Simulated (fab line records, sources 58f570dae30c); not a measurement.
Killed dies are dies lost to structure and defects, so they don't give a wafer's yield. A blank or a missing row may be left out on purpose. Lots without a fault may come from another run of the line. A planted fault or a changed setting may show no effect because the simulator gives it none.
Split-lot experiment | flow berkeley_cmos170 | 5 lots, 23 wafers read, on a route of 331 steps

THE SPLIT
At UCB170_V2_EXPOSE_09 (exposes mask VIA2, target cd 700 nm), the setting dose_mj was moved away from the recipe's 37 on 11 of the 23 wafers read, by -6.0% to +6.2%. The other wafers ran this setting at the recipe's value.

FROM THE SPLIT TO THE READING: what the file shows between them, 5 steps
- UCB170_V2_PEB_10
- UCB170_V2_DEVELOP_11: develop time 45 s
- UCB170_V2_CD_MEAS_12: target cd 700 nm
- UCB170_V2_ETCH_14: etches SiO2 in CHF3/CF4/Ar, stops on Al, target depth 1250 nm, time 291 s
- UCB170_V2_STRIP_15: strips in O2

THE READING
cd_nm, in nm, at UCB170_V2_CD_MEAS_90 (target cd 700 nm). Fault-free wafers of this fab line usually give 700.2 nm, standard deviation 1.8 nm.

wafer  | tool, chamber at the split | dose_mj as run | against the recipe | cd_nm, nm | against lot-mates on the recipe
L075.2 | krf_scanner-01, 0          | 38.82          | +4.9%              | 710.7     | +8.7
L075.3 | krf_scanner-01, 0          | 38.82          | +4.9%              | 709.3     | +7.3
L075.4 | krf_scanner-01, 0          | 37             | recipe             | 701.3     | -
L075.5 | krf_scanner-01, 0          | 37             | recipe             | 702.8     | -
L075.6 | krf_scanner-01, 0          | 37             | recipe             | 702.0     | -
L078.1 | krf_scanner-02, 0          | 38.04          | +2.8%              | 706.3     | +7.3
L078.2 | krf_scanner-02, 0          | 37             | recipe             | 699.7     | -
L078.3 | krf_scanner-02, 0          | 37             | recipe             | 698.2     | -
L078.4 | krf_scanner-02, 0          | 38.04          | +2.8%              | 703.0     | +4.0
L078.5 | krf_scanner-02, 0          | 38.04          | +2.8%              | 702.1     | +3.1
L081.1 | krf_scanner-02, 0          | 34.77          | -6.0%              | 688.5     | -11.7
L081.2 | krf_scanner-02, 0          | 34.77          | -6.0%              | 689.9     | -10.3
L081.3 | krf_scanner-02, 0          | 34.77          | -6.0%              | 687.5     | -12.7
L081.5 | krf_scanner-02, 0          | 37             | recipe             | 699.5     | -
L081.6 | krf_scanner-02, 0          | 37             | recipe             | 700.9     | -
L082.1 | krf_scanner-02, 0          | 37             | recipe             | 701.1     | -
L082.2 | krf_scanner-02, 0          | 37             | recipe             | 700.6     | -
L082.6 | krf_scanner-02, 0          | 37             | recipe             | 700.8     | -
L080.1 | krf_scanner-02, 0          | 37             | recipe             | 701.8     | -
L080.2 | krf_scanner-02, 0          | 37             | recipe             | 696.8     | -
L080.3 | krf_scanner-02, 0          | 39.28          | +6.2%              | 709.6     | +10.3
L080.5 | krf_scanner-02, 0          | 39.28          | +6.2%              | 709.4     | +10.1
L080.6 | krf_scanner-02, 0          | 39.28          | +6.2%              | 707.2     | +7.9

THE FIT
A straight line over all 23 wafers: cd_nm changes by +1.69 nm for each +1% of dose_mj; r = +0.96; the points scatter about the line by 1.8 nm.
The same after taking each lot's own level away (the mean of its wafers on the recipe; 23 wafers): +1.73 nm for each +1%; r = +0.98; scatter 1.4 nm.
On that fit, the largest move of dose_mj shifts the reading by 11 nm.
The lots' own levels span 698.95 to 702.03 nm, that is 1.7 times the standard deviation above.
So the lot-to-lot level changes the slope little: the two slopes agree.
Check: with one of the wafers moved furthest among these (+6.2%) left out of the fit, the line predicts +10.3 nm for it against its lot-mates. It came out at +10.3 nm against them.

OTHER SPLITS ON THESE WAFERS
These wafers also went through other splits before the reading. Each is held against what the fit with the lots' levels taken away leaves over:
other split on the same wafers       | wafers away from the commonest value | r with cd_nm (lot level and that fit taken away)
UCB170_CONTACT_COAT_10 resist_thk_nm | 7                                    | +0.03
UCB170_CONTACT_PEB_13 peb_temp_c     | 7                                    | -0.15
UCB170_M1_METAL_ETCH_12 time_s       | 10                                   | +0.32

THE WHOLE CHAIN: every reading that the file lists as answering this split, in the file's order
step                 | what it does                                                              | reading                                                   | change (the file's fit)              | r (the file's)
UCB170_V2_CD_MEAS_12 | target cd 700 nm                                                          | cd_nm                                                     | +1.69 nm for each +1% of the setting | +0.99
UCB170_V2_ETCH_14    | etches SiO2 in CHF3/CF4/Ar, stops on Al, target depth 1250 nm, time 291 s | V2.cd_nm (the simulator's own value, which no gauge read) | +1.67 nm for each +1% of the setting | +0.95
UCB170_V2_CD_MEAS_90 | target cd 700 nm                                                          | cd_nm                                                     | +1.7 nm for each +1% of the setting  | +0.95

THE FILE'S OWN FIT
cd_nm changes by +1.7 nm for each +1% of dose_mj, r = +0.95.
